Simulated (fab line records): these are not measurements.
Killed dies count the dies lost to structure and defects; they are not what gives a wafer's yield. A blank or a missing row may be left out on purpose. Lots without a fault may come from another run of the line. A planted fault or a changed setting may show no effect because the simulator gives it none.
fab line records | flow rit-cmos
record: lots: 5 | wafers: 15 | last-day: 6
route steps=202 shown PRETRO@71 GATE@75 FOX2@80
lots that met no fault: from a run of the same line without faults
start-h: start of the lot's first displayed wafer, in hours after the record's first day | wait-h: hours from the lot's prior step to this one | " same as the row above | L1.1+2: one row covering several wafers at once | - either no value or no given start | * or withheld: withheld | < > ~ a bound
route shown NAME@n: names a module that has steps shown in the file, with the first one's number in the route | usual: mean/standard deviation taken from wafers without a fault | same: alike in all rows | chamber/n: place in a boat | sites: each site's reading | _std_site: the standard deviation of these | _edge_site: inner sites' mean taken away from outer sites' mean | radius-mm: how far each site lies from the wafer's centre | mask NAME#n: copy n | behind: the most recent tool/chamber to have shaped the wafer | hold: the reason the lot was held/the length of the hold in hours/how it ended | device: which transistor (n, p or np) failed to switch | end of line: tests of these same wafers at the route's end | step lacking rows: just its recipe | killed: the dies lost at the first sort to structure and to defects; this is not the yield of the wafer | map: shows each die of a wafer: x if killed, . if not, _ if none is there
set.NAME: the run value of the setting; set.NAME@STEP: its run value at that earlier step | model.NAME: the simulator's own value behind a step, which no gauge read
lots at some steps of the route; a table a step, a row a wafer
services: from which hour (start-h, from the record's first day; less than 0 if before it) a tool's chamber was out of use, for how many hours, and why
== steps ==
step: RIT_PRETRO_HARDBAKE_07
recipe: resist: NOVOLAK | temp-c: 140 | time-s: 120
usual: exhaust-pa: 44.9/0.92
lot.wafer | tool           | chamber | start-h | wait-h | exhaust-pa
L077.1    | litho-track-02 | 0       | 47.00   | 0.0    | 43.9
L077.3    | "              | 0       | "       | "      | 43.9
L077.6    | "              | 0       | "       | "      | 45.5
L079.1    | litho-track-01 | 0       | 57.63   | 0.0    | 43.9
L079.4    | "              | 0       | "       | "      | 42.8
L079.6    | "              | 0       | "       | "      | 44.4
L081.1    | litho-track-04 | 0       | 69.85   | 0.0    | 44.1
L081.4    | "              | 0       | "       | "      | 43.9
L081.5    | "              | 0       | "       | "      | 44.1
L084.2    | litho-track-02 | 0       | 84.48   | 0.1    | 47.3
L084.4    | "              | 0       | "       | "      | 46.1
L084.6    | "              | 0       | "       | "      | 45.3
L093.1    | litho-track-04 | 0       | 126.71  | 0.0    | 44.6
L093.3    | "              | 0       | "       | "      | 45.6
L093.6    | "              | 0       | "       | "      | 44.9
step: RIT_PRETRO_IMPLANT_08
recipe: species: B | energy-kev: 45 | dose-cm2: 1.2e+13 | tilt-deg: 7
lot.wafer  | tool         | chamber | start-h | wait-h
L077.1+3+6 | implanter-03 | 0       | 47.25   | 0.2
L079.1+4+6 | implanter-03 | 0       | 57.88   | 0.2
L081.1+4+5 | implanter-03 | 0       | 70.10   | 0.2
L084.2+4+6 | implanter-02 | 0       | 84.71   | 0.2
L093.1+3+6 | implanter-04 | 0       | 126.96  | 0.2
step: RIT_PRETRO_STRIP_09
recipe: chemistry: O2 | time-s: 180 | resist: NOVOLAK | platen-temp-c: withheld | power-w: 500 | pressure-mtorr: 4000 | o2-flow-sccm: 4000
usual: drypump-motor-current-A: 5.6/0.37
lot.wafer | tool            | chamber | start-h | wait-h | drypump-motor-current-A | rf-hours-counter-h
L077.1    | plasma-asher-03 | 1       | 47.40   | 0.1    | 5.2                     | 37
L077.3    | "               | 1       | "       | "      | 5.2                     | -
L077.6    | "               | 1       | "       | "      | 5.2                     | -
L079.1    | plasma-asher-01 | 0       | 58.03   | 0.1    | 4.9                     | 28
L079.4    | "               | 0       | "       | "      | 4.9                     | -
L079.6    | "               | 1       | "       | "      | 6.6                     | -
L081.1    | plasma-asher-02 | 1       | 70.25   | 0.1    | 5.8                     | 44
L081.4    | "               | 1       | "       | "      | 5.8                     | -
L081.5    | "               | 0       | "       | "      | 5.9                     | -
L084.2    | plasma-asher-02 | 0       | 84.84   | 0.1    | 5.9                     | 46
L084.4    | "               | 1       | "       | "      | 5.8                     | -
L084.6    | "               | 1       | "       | "      | 5.8                     | -
L093.1    | plasma-asher-03 | 0       | 127.11  | 0.1    | 5.5                     | 47
L093.3    | "               | 1       | "       | "      | 5.2                     | -
L093.6    | "               | 0       | "       | "      | 5.6                     | -
step: RIT_PRETRO_TW_MEAS_10
usual: PRETRO_TW: 476.2/2.1
lot.wafer | tool          | chamber | start-h | wait-h | PRETRO_TW
L077.1    | film-metro-02 | -       | 47.58   | 0.1    | 477.0
L077.3    | "             | -       | "       | "      | 475.2
L077.6    | "             | -       | "       | "      | 475.2
L079.1    | film-metro-04 | -       | 58.20   | 0.1    | 474.5
L079.4    | "             | -       | "       | "      | 476.9
L079.6    | "             | -       | "       | "      | 474.7
L081.1    | film-metro-02 | -       | 70.43   | 0.1    | 476.6
L081.4    | "             | -       | "       | "      | 477.0
L081.5    | "             | -       | "       | "      | 474.4
L084.2    | film-metro-01 | -       | 85.02   | 0.1    | 474.3
L084.4    | "             | -       | "       | "      | 475.3
L084.6    | "             | -       | "       | "      | 474.1
L093.1    | film-metro-01 | -       | 127.29  | 0.1    | 477.8
L093.3    | "             | -       | "       | "      | 475.0
L093.6    | "             | -       | "       | "      | 477.7
step: RIT_GATE_WET_ETCH_00
recipe: chemistry: BOE | target: SiO2 | target-depth-nm: 56 | time-s: 60 | dry: n2-spin | dilution: 10:1 | temp-c: 21.5
lot.wafer  | tool         | chamber | start-h | wait-h
L077.1+3+6 | wet-bench-03 | 1       | 47.64   | 0.1
L079.1+4+6 | wet-bench-01 | 3       | 58.26   | 0.1
L081.1+4+5 | wet-bench-01 | 0       | 70.49   | 0.1
L084.2+4+6 | wet-bench-01 | 1       | 85.07   | 0.0
L093.1+3+6 | wet-bench-01 | 1       | 127.35  | 0.1
step: RIT_GATE_CLEAN_01
recipe: chemistry: SC1 | mix: 3:3:50 | time-s: 600 | temp-c: 75
lot.wafer  | tool         | chamber | start-h | wait-h
L077.1+3+6 | wet-bench-04 | 2       | 47.69   | 0.0
L079.1+4+6 | wet-bench-03 | 2       | 58.29   | 0.0
L081.1+4+5 | wet-bench-03 | 2       | 70.52   | 0.0
L084.2+4+6 | wet-bench-03 | 1       | 85.10   | 0.0
L093.1+3+6 | wet-bench-03 | 1       | 127.37  | 0.0
step: RIT_GATE_CLEAN_02
recipe: chemistry: dHF | dilution: 50:1 | time-s: 30
lot.wafer  | tool         | chamber | start-h | wait-h
L077.1+3+6 | wet-bench-03 | 1       | 47.86   | 0.0
L079.1+4+6 | wet-bench-04 | 3       | 58.47   | 0.0
L081.1+4+5 | wet-bench-04 | 0       | 70.69   | 0.0
L084.2+4+6 | wet-bench-04 | 1       | 85.27   | 0.0
L093.1+3+6 | wet-bench-01 | 1       | 127.55  | 0.0
step: RIT_GATE_CLEAN_03
recipe: chemistry: SC2 | mix: 3:3:50 | time-s: 600 | temp-c: 75 | dry: n2-spin
lot.wafer  | tool         | chamber | start-h | wait-h
L077.1+3+6 | wet-bench-01 | 1       | 47.89   | 0.0
L079.1+4+6 | wet-bench-01 | 1       | 58.48   | 0.0
L081.1+4+5 | wet-bench-01 | 1       | 70.71   | 0.0
L084.2+4+6 | wet-bench-01 | 2       | 85.29   | 0.0
L093.1+3+6 | wet-bench-03 | 3       | 127.56  | 0.0
step: RIT_GATE_CLEAN_04
recipe: chemistry: dHF | dilution: 50:1 | time-s: 60 | dry: n2-spin
lot.wafer  | tool         | chamber | start-h | wait-h
L077.1+3+6 | wet-bench-04 | 0       | 48.07   | 0.0
L079.1+4+6 | wet-bench-03 | 2       | 58.69   | 0.0
L081.1+4+5 | wet-bench-03 | 0       | 70.90   | 0.0
L084.2+4+6 | wet-bench-03 | 0       | 85.46   | 0.0
L093.1+3+6 | wet-bench-01 | 1       | 127.74  | 0.0
step: RIT_FOX2_THK_MEAS_91
recipe: reads: SiO2_of_FOX2_OXIDATION_00
usual: FIELD_OXIDE_LEFT_2_THK: 254/6.6
lot.wafer | tool          | chamber | start-h | wait-h | FIELD_OXIDE_LEFT_2_THK[nm]
L077.1    | film-metro-01 | -       | 48.09   | 0.0    | 263
L077.3    | "             | -       | "       | "      | 261
L077.6    | "             | -       | "       | "      | 262
L079.1    | film-metro-02 | -       | 58.72   | 0.0    | 251
L079.4    | "             | -       | "       | "      | 260
L079.6    | "             | -       | "       | "      | 258
L081.1    | film-metro-01 | -       | 70.92   | 0.0    | 245
L081.4    | "             | -       | "       | "      | 251
L081.5    | "             | -       | "       | "      | 253
L084.2    | film-metro-01 | -       | 85.50   | 0.0    | 258
L084.4    | "             | -       | "       | "      | 253
L084.6    | "             | -       | "       | "      | 258
L093.1    | film-metro-03 | -       | 127.76  | 0.0    | 254
L093.3    | "             | -       | "       | "      | 259
L093.6    | "             | -       | "       | "      | 249
step: RIT_GATE_OXIDATION_05
recipe: temp-c: 900 | ambient: O2 | target-thk-a: 30 | ox-time-s: 270
same: ox-time-s: 270
lot.wafer  | tool       | chamber | start-h | wait-h
L077.1+3+6 | furnace-03 | 0       | 48.46   | 0.4
L079.1+4+6 | furnace-04 | 0       | 58.78   | 0.1
L081.1+4+5 | furnace-04 | 0       | 71.60   | 0.7
L084.2+4+6 | furnace-01 | 0       | 87.65   | 2.1
L093.1+3+6 | furnace-03 | 0       | 128.23  | 0.5
step: RIT_GATE_ANNEAL_06
recipe: temp-c: 900 | time-s: 600 | ambient: N2O
lot.wafer  | tool       | chamber | start-h | wait-h
L077.1+3+6 | furnace-03 | 0       | 49.54   | 0.0
L079.1+4+6 | furnace-03 | 0       | 59.85   | 0.0
L081.1+4+5 | furnace-03 | 0       | 73.44   | 0.8
L084.2+4+6 | furnace-01 | 0       | 90.04   | 1.3
L093.1+3+6 | furnace-03 | 0       | 130.62  | 1.3
step: RIT_GATE_THK_MEAS_07
recipe: reads: SiO2_of_GATE_OXIDATION_05
usual: GATE_OXIDE_THK: 3.00/0.061
lot.wafer | tool          | chamber | start-h | wait-h | GATE_OXIDE_THK[nm]
L077.1    | film-metro-02 | -       | 49.79   | 0.0    | 3.13
L077.3    | "             | -       | "       | "      | 2.94
L077.6    | "             | -       | "       | "      | 3.02
L079.1    | film-metro-02 | -       | 60.10   | 0.0    | 2.97
L079.4    | "             | -       | "       | "      | 3.05
L079.6    | "             | -       | "       | "      | 3.02
L081.1    | film-metro-03 | -       | 73.69   | 0.0    | 3.03
L081.4    | "             | -       | "       | "      | 2.95
L081.5    | "             | -       | "       | "      | 2.98
L084.2    | film-metro-01 | -       | 90.30   | 0.0    | 3.14
L084.4    | "             | -       | "       | "      | 3.12
L084.6    | "             | -       | "       | "      | 3.17
L093.1    | film-metro-03 | -       | 130.87  | 0.0    | 2.95
L093.3    | "             | -       | "       | "      | 2.89
L093.6    | "             | -       | "       | "      | 2.96
step: RIT_GATE_CVD_08
recipe: material: poly-Si | target-thk-nm: 250 | temp-c: 610 | precursor: SiH4 | time-s: 2220 | pressure-mtorr: 300 | sih4-flow-sccm: 100
usual: sih4-flow-sccm: 100.0/0.33
lot.wafer | tool     | chamber | start-h | wait-h | sih4-flow-sccm
L077.1    | lpcvd-01 | 1       | 49.85   | 0.1    | 99.8
L077.3    | "        | 1       | "       | "      | 99.9
L077.6    | "        | 1       | "       | "      | 100.1
L079.1    | lpcvd-01 | 0       | 62.94   | 2.8    | 99.7
L079.4    | "        | 0       | "       | "      | 99.9
L079.6    | "        | 0       | "       | "      | 100.3
L081.1    | lpcvd-02 | 1       | 74.91   | 1.2    | 99.4
L081.4    | "        | 1       | "       | "      | 99.8
L081.5    | "        | 1       | "       | "      | 99.7
L084.2    | lpcvd-01 | 1       | 90.35   | 0.0    | 99.6
L084.4    | "        | 1       | "       | "      | 100.3
L084.6    | "        | 1       | "       | "      | 99.9
L093.1    | lpcvd-01 | 1       | 130.93  | 0.1    | 100.4
L093.3    | "        | 1       | "       | "      | 100.1
L093.6    | "        | 1       | "       | "      | 99.9
step: RIT_GATE_THK_MEAS_09
recipe: reads: poly-Si_of_GATE_CVD_08
usual: GATE_POLY_THK: 250.4/2.6
lot.wafer | tool          | chamber | start-h | wait-h | GATE_POLY_THK[nm]
L077.1    | film-metro-01 | -       | 51.46   | 0.0    | 250.3
L077.3    | "             | -       | "       | "      | 250.7
L077.6    | "             | -       | "       | "      | 250.3
L079.1    | film-metro-01 | -       | 64.56   | 0.0    | 249.5
L079.4    | "             | -       | "       | "      | 250.1
L079.6    | "             | -       | "       | "      | 247.9
L081.1    | film-metro-02 | -       | 76.53   | 0.0    | 253.9
L081.4    | "             | -       | "       | "      | 252.4
L081.5    | "             | -       | "       | "      | 253.8
L084.2    | film-metro-01 | -       | 92.79   | 0.0    | 246.9
L084.4    | "             | -       | "       | "      | 246.3
L084.6    | "             | -       | "       | "      | 246.0
L093.1    | film-metro-01 | -       | 132.54  | 0.0    | 248.1
L093.3    | "             | -       | "       | "      | 247.7
L093.6    | "             | -       | "       | "      | 247.6
step: RIT_GATE_HMDS_10
recipe: prime-time-s: 60 | prime-temp-c: 140
usual: exhaust-pa: 45.0/0.82 | prime-temp-c: 140.00/0.14
lot.wafer | tool           | chamber | start-h | wait-h | exhaust-pa | prime-temp-c
L077.1    | litho-track-04 | 0       | 51.60   | 0.1    | 45.5       | 139.79
L077.3    | "              | 0       | "       | "      | 45.5       | 140.10
L077.6    | "              | 0       | "       | "      | 46.0       | 139.92
L079.1    | litho-track-04 | 0       | 64.62   | 0.1    | 45.9       | 139.89
L079.4    | "              | 0       | "       | "      | 46.2       | 140.11
L079.6    | "              | 0       | "       | "      | 45.4       | 140.08
L081.1    | litho-track-03 | 0       | 76.59   | 0.1    | 45.0       | 139.82
L081.4    | "              | 0       | "       | "      | 45.5       | 140.17
L081.5    | "              | 0       | "       | "      | 45.5       | 140.14
L084.2    | litho-track-01 | 0       | 92.86   | 0.1    | 44.5       | 139.94
L084.4    | "              | 0       | "       | "      | 44.7       | 139.92
L084.6    | "              | 0       | "       | "      | 45.8       | 139.87
L093.1    | litho-track-03 | 0       | 132.60  | 0.1    | 43.7       | 140.04
L093.3    | "              | 0       | "       | "      | 44.0       | 139.99
L093.6    | "              | 0       | "       | "      | 45.8       | 139.86
step: RIT_GATE_COAT_11
recipe: resist: NOVOLAK | spin-rpm: 4250 | resist-thk-nm: 850
usual: exhaust-pa: 45.1/0.9
lot.wafer | tool           | chamber | start-h | wait-h | exhaust-pa
L077.1    | litho-track-04 | 0       | 51.75   | 0.1    | 44.8
L077.3    | "              | 0       | "       | "      | 45.5
L077.6    | "              | 0       | "       | "      | 46.3
L079.1    | litho-track-04 | 0       | 64.77   | 0.1    | 44.1
L079.4    | "              | 0       | "       | "      | 46.4
L079.6    | "              | 0       | "       | "      | 44.6
L081.1    | litho-track-03 | 0       | 76.74   | 0.1    | 45.2
L081.4    | "              | 0       | "       | "      | 44.6
L081.5    | "              | 0       | "       | "      | 44.6
L084.2    | litho-track-01 | 0       | 93.01   | 0.1    | 46.0
L084.4    | "              | 0       | "       | "      | 43.5
L084.6    | "              | 0       | "       | "      | 43.6
L093.1    | litho-track-03 | 0       | 132.75  | 0.1    | 46.4
L093.3    | "              | 0       | "       | "      | 45.9
L093.6    | "              | 0       | "       | "      | 46.5
== services ==
tool            | chamber | start-h | hours | kind
wet-bench-01    | -       | 26.94   | 3.8   | repair
plasma-asher-01 | -       | 29.87   | 3.1   | repair
plasma-asher-03 | -       | 31.62   | 2.8   | pm
wet-bench-04    | -       | 36.94   | 4.4   | pm
implanter-04    | -       | 39.91   | 2.6   | repair
plasma-asher-02 | -       | 46.64   | 0.4   | repair
lpcvd-02        | -       | 49.99   | 14.6  | pm
furnace-01      | -       | 54.79   | 3.6   | pm
implanter-02    | -       | 55.73   | 3.2   | repair
implanter-04    | -       | 59.67   | 3.0   | repair
furnace-04      | -       | 63.47   | 2.3   | pm
plasma-asher-01 | -       | 78.99   | 1.2   | repair
furnace-04      | -       | 85.53   | 4.5   | pm
plasma-asher-01 | -       | 101.44  | 14.6  | pm
plasma-asher-02 | -       | 103.31  | 2.4   | repair
implanter-03    | -       | 127.58  | 5.4   | pm
== key ==
fault none
